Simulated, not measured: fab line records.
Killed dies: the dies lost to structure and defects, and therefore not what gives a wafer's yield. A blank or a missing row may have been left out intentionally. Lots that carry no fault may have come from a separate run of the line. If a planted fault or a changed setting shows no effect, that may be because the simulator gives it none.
8D (eight disciplines) problem report, filled in by code + flow berkeley_cmos170 + the parts of the form that need people (team, actions taken, sign-off) are left out

## 1. WHAT WENT WRONG
Mean of oes_product_au at UCB170_NWELL_ETCH_13: 0.837 a.u. over 2 wafers from 1 lot, against 0.937 a.u. (standard deviation 0.014) on wafers with no fault. Relative to the usual mean, that is a shift of -7.2 standard deviations.
The step: etches Si3N4 in CH3F/Ar/O2, stops on SiO2, target depth 246.4 nm, time 154 s.
First seen on wafer L718.4, day 3 20:48, on rie_diel-01. At this step, 33 wafers from 11 lots have a number in the record. Rule for "out" (also "out of limits"): further than 4 standard deviations from the usual mean. Any other wafer with a number is counted as sound.

## 2. WHAT IT IS; WHAT IT IS NOT
| question                    | is               | is not                                                                                                                   |
|-----------------------------|------------------|--------------------------------------------------------------------------------------------------------------------------|
| which readings at this step | oes_product_au   | drypump_motor_current_A, throttle_valve_pct                                                                              |
| which lots                  | L718             | L724, L725, L727, L728, L730, L731, L732, L733, L734, L735                                                               |
| which wafers of those lots  | L718.4, L718.5   | L718.6                                                                                                                   |
| read on which tools         | rie_diel-01      | rie_diel-03, rie_diel-04                                                                                                 |
| when                        | from day 3 20:48 | up to then (1 sound wafer); but 30 sound wafers of L724, L725, L727, L728, L730, L731, L732, L733, L734, L735 came after |

## 3. WHAT RULES OUT EACH SUSPECT
Counting: any tool at a process step up to the reading remains a suspect provided it ran every lot that is out. Sound lots after the first of them don't rule it out here, since some wafers of a struck lot are sound.
- rie_diel-01 at UCB170_NWELL_ETCH_13 (etches Si3N4 in CH3F/Ar/O2, stops on SiO2, target depth 246.4 nm, time 154 s): kept. It ran the lot that is out, L718 (day 3 20:48). On those wafers its own readings are out: oes_product_au.
- At UCB170_NWELL_ETCH_13 on rie_diel-01, chamber 3 took the sound wafers of the same lots and chamber 2 took the wafers that are out.
Left after counting: rie_diel-01 at UCB170_NWELL_ETCH_13.

## 4. THE CAUSE (what the simulator had put in)
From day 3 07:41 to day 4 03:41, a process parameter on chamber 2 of rie_diel-01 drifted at UCB170_NWELL_ETCH_13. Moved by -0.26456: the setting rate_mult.
Counting left only this tool.

## 5. SEQUENCE OF EFFECTS, ordered by route
One row per reading whose mean, taken over the struck wafers that have a number, lies over 3 standard deviations from the usual. Only readings whose record carries a usual standard deviation are examined. hours: median over the lots of the time between each lot's start at the first step of this table that gives one and its start at this step. sigmas: the change, counted in usual standard deviations.
| hours | step                  | reading                  | usual      | on struck wafers | change | sigmas |
|-------|-----------------------|--------------------------|------------|------------------|--------|--------|
| 0     | UCB170_NWELL_ETCH_13  | oes_product_au           | 0.937 a.u. | 0.837            | -0.101 | -7.2   |
| 0     | UCB170_NWELL_STRIP_15 | strip_time_to_endpoint_s | 18.02 s    | 19.12            | +1.10  | +17    |
Process steps it contains:
- UCB170_NWELL_ETCH_13: etches Si3N4 in CH3F/Ar/O2, stops on SiO2, target depth 246.4 nm, time 154 s.
- UCB170_NWELL_STRIP_15: strips in O2.

## 6. WHAT WOULD HAVE CAUGHT IT SOONER
In this record no reading fell out of limits until day 3 20:48, 13 hours after the fault had begun at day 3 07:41.
